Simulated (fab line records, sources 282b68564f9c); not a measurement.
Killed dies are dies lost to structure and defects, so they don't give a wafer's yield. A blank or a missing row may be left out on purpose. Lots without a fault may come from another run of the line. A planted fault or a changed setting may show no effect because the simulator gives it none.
One fault seen from 2 desks | flow rit_cmos | each desk has only its own numbers; what lay behind them comes last

THE TOOL OWNER'S DESK: implanter-02
The tool's own readings at RIT_NLDD_IMPLANT_08: means of the sampled wafers that have a number, for each lot that ran on this tool. A lot is out of limits, marked OUT, if its mean lies more than 4 standard deviations from the usual mean; the brackets give that distance.
Columns: A = dose_ions_cm2 at RIT_NLDD_IMPLANT_08, usual 5e+14; B = faraday_current_uA at RIT_NLDD_IMPLANT_08, usual 1572
lot  | first seen here | A                       | B
L837 | day 3 14:34     | 5e+14                   | 1539
L845 | day 5 09:43     | 5e+14                   | 1573
L852 | day 6 19:18     | 7e+14 (+99 or more) OUT | 2205 (+21) OUT
L856 | day 7 17:10     | 7e+14 (+99 or more) OUT | 2182 (+20) OUT
This desk's finding: out of limits on L852, L856; first on L852, day 6 19:18 (dose_ions_cm2 at RIT_NLDD_IMPLANT_08). In limits: L837, L845.

THE METROLOGY DESK
What the gauges read, lot by lot, whatever tool the lot ran on: means of the sampled wafers that have a number. A lot is out of limits, marked OUT, if its mean lies more than 4 standard deviations from the usual mean; the brackets give that distance.
Columns: A = NLDD_TW at RIT_NLDD_TW_MEAS_10, usual 2499; B = NLDD_RS at RIT_SDANNEAL_RS_MEAS_07, usual 151.6 ohm/sq; C = M1_BOW at RIT_M1_BOW_MEAS_16, usual 17 um
lot  | first seen here | A              | B               | C
L834 | day 3 01:52     | 2487           | 151.7           | 21
L835 | day 3 05:42     | 2515           | 150.9           | 24
L837 | day 3 14:53     | 2497           | 152.0           | 14
L841 | day 4 10:29     | 2521           | 151.2           | 24
L843 | day 5 01:58     | 2510           | 151.8           | 13
L844 | day 5 06:22     | 2500           | 151.9           | 19
L845 | day 5 10:00     | 2503           | 151.7           | 18
L846 | day 5 17:44     | 2482           | 151.5           | 20
L848 | day 5 23:10     | 2491           | 152.2           | 15
L850 | day 6 14:23     | 2485           | 151.6           | 15
L852 | day 6 19:37     | 2735 (+15) OUT | 113.9 (-90) OUT | -
L851 | day 6 19:52     | 2492           | 151.8           | 16
L856 | day 7 17:29     | 2722 (+14) OUT | 113.9 (-90) OUT | -
L855 | day 7 17:44     | 2480           | 151.2           | 13
This desk's finding: out of limits on L852, L856; first on L852, day 6 19:37 (NLDD_TW at RIT_NLDD_TW_MEAS_10). In limits: L834, L835, L837, L841, L843, L844, L845, L846, L848, L850, L851, L855.

PUT TOGETHER
The tool owner's desk could have raised an alarm at day 6 19:18, on L852, L856.
The metrology desk could have raised an alarm at day 6 19:37, on L852, L856.
Of the lots named, all ran RIT_NLDD_IMPLANT_08 on implanter-02.

WHAT THE SIMULATOR HAD PUT IN
Process parameter drift: implanter-02, from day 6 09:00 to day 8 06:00, at RIT_NLDD_IMPLANT_08. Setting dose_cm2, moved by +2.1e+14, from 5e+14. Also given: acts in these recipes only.
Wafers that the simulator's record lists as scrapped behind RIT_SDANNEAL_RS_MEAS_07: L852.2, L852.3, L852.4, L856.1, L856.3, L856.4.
Lots struck among those shown: L852, L856.
Hours from the fault's start to each desk's first reading out of limits: the tool owner's desk, 10; the metrology desk, 11.
